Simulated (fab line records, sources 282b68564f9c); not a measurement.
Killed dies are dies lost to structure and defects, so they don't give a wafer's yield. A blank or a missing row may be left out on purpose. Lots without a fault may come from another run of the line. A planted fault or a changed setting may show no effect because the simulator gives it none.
Split-lot experiment | flow rit_cmos | 5 lots, 23 wafers read, on a route of 202 steps

THE SPLIT
At RIT_SPACER_CVD_03 (deposits Si3N4 from SiH2Cl2/NH3, target thk 250 nm, time 3300 s), the setting sih2cl2_flow_sccm was moved away from the recipe's 60 sccm on 15 of the 23 wafers read, by -13.4% to +13.3%. The other wafers ran this setting at the recipe's value.

The reading is taken at the split's own step.

THE READING
Si3N4_of_SPACER_CVD_03.thk_nm (the simulator's own value, which no gauge read), in nm, at RIT_SPACER_CVD_03 (deposits Si3N4 from SiH2Cl2/NH3, target thk 250 nm, time 3300 s). The file gives no usual value for it. The 8 wafers here that ran the recipe average 247.4 nm, standard deviation 2.3 nm.

wafer  | tool, chamber at the split | sih2cl2_flow_sccm as run, sccm | against the recipe | Si3N4_of_SPACER_CVD_03.thk_nm, nm | against lot-mates on the recipe
L075.1 | -, -                       | 68                             | +13.3%             | 255.8                             | no lot-mate on the recipe
L075.2 | -, -                       | 68                             | +13.3%             | 259.2                             | no lot-mate on the recipe
L075.3 | -, -                       | 68                             | +13.3%             | 255                               | no lot-mate on the recipe
L075.5 | -, -                       | 68                             | +13.3%             | 260.6                             | no lot-mate on the recipe
L075.6 | -, -                       | 68                             | +13.3%             | 258.2                             | no lot-mate on the recipe
L078.1 | -, -                       | 51.96                          | -13.4%             | 239.8                             | no lot-mate on the recipe
L078.2 | -, -                       | 51.96                          | -13.4%             | 240.7                             | no lot-mate on the recipe
L078.4 | -, -                       | 51.96                          | -13.4%             | 240.9                             | no lot-mate on the recipe
L078.5 | -, -                       | 51.96                          | -13.4%             | 243.1                             | no lot-mate on the recipe
L078.6 | -, -                       | 51.96                          | -13.4%             | 242.3                             | no lot-mate on the recipe
L081.2 | -, -                       | 56.87                          | -5.2%              | 242.8                             | no lot-mate on the recipe
L081.3 | -, -                       | 56.87                          | -5.2%              | 241.2                             | no lot-mate on the recipe
L081.4 | -, -                       | 56.87                          | -5.2%              | 242.4                             | no lot-mate on the recipe
L081.5 | -, -                       | 56.87                          | -5.2%              | 243.4                             | no lot-mate on the recipe
L081.6 | -, -                       | 56.87                          | -5.2%              | 243.2                             | no lot-mate on the recipe
L084.2 | lpcvd-02, 0                | 60                             | recipe             | 251.1                             | -
L084.3 | lpcvd-02, 0                | 60                             | recipe             | 248.1                             | -
L084.5 | lpcvd-02, 0                | 60                             | recipe             | 251                               | -
L085.1 | -, -                       | 60                             | recipe             | 244.7                             | -
L085.2 | -, -                       | 60                             | recipe             | 246.9                             | -
L085.3 | -, -                       | 60                             | recipe             | 246.2                             | -
L085.5 | -, -                       | 60                             | recipe             | 246.3                             | -
L085.6 | -, -                       | 60                             | recipe             | 245                               | -

THE FIT
A straight line over all 23 wafers: Si3N4_of_SPACER_CVD_03.thk_nm changes by +0.644 nm for each +1% of sih2cl2_flow_sccm; r = +0.93; the points scatter about the line by 2.4 nm.
Too few moved wafers have a lot-mate on the recipe to fit a line with each lot's own level taken away.

THE FILE'S OWN FIT
Si3N4_of_SPACER_CVD_03.thk_nm changes by +0.643 nm for each +1% of sih2cl2_flow_sccm, r = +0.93.
